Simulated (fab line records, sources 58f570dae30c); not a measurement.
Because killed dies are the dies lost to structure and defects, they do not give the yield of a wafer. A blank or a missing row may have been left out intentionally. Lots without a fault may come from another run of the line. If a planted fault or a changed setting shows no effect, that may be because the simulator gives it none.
Matching of chambers | flow berkeley-cmos170 | UCB170_M3_ETCH_17 on rie-diel-03 has 4 sister chambers
The step etches BARC in N2/H2. 8 wafers are shown with their chamber, then 7 later ones without.

## WAFERS PAIRED WITH THEIR CHAMBERS
wafer  | chamber | drypump-motor-current-A (A) | throttle-valve-pct (%)
L647.2 | 2       | 5.7                         | 13.03
L659.1 | 2       | 5.8                         | 13.02
L659.6 | 1       | 5.4                         | 13.49
L664.3 | 3       | 4.7                         | 13.20
L664.5 | 0       | 6.3                         | 13.23
L664.6 | 3       | 4.6                         | 13.19
L662.3 | 0       | 6.3                         | 13.25
L662.5 | 1       | 5.4                         | 13.46

## WAFERS MISSING THEIR CHAMBER
wafer  | drypump-motor-current-A (A) | throttle-valve-pct (%)
L662.6 | 6.3                         | 13.24
L667.4 | 4.6                         | 13.19
L667.5 | 6.3                         | 13.25
L667.6 | 5.7                         | 13.03
L666.2 | 5.7                         | 13.02
L666.3 | 4.6                         | 13.20
L666.4 | 6.3                         | 13.23

## WHICH CHAMBER EACH ONE RAN IN
wafer  | from the rows above | in truth
L662.6 | 0                   | 0
L667.4 | 3                   | 3
L667.5 | 0                   | 0
L667.6 | 2                   | 2
L666.2 | 2                   | 2
L666.3 | 3                   | 3
L666.4 | 0                   | 0
Correct placement for 7 of the 7. Not placeable from these rows: 0. Wrongly placed: 0.
How it was worked out, from the rows above alone: a wafer's distance from a chamber is the root of the sum, over the readings, of the square of ((its reading less the chamber's mean) divided by the reading's scatter). If the next closest chamber is less than 2 further off than the closest, the wafer can't be placed; otherwise it belongs to the closest. The mean given for a chamber averages the wafers shown for that chamber. The scatter is the square root of a quotient: the sum, over the shown wafers, of each reading's squared deviation from its chamber's mean, divided by wafers minus chambers.
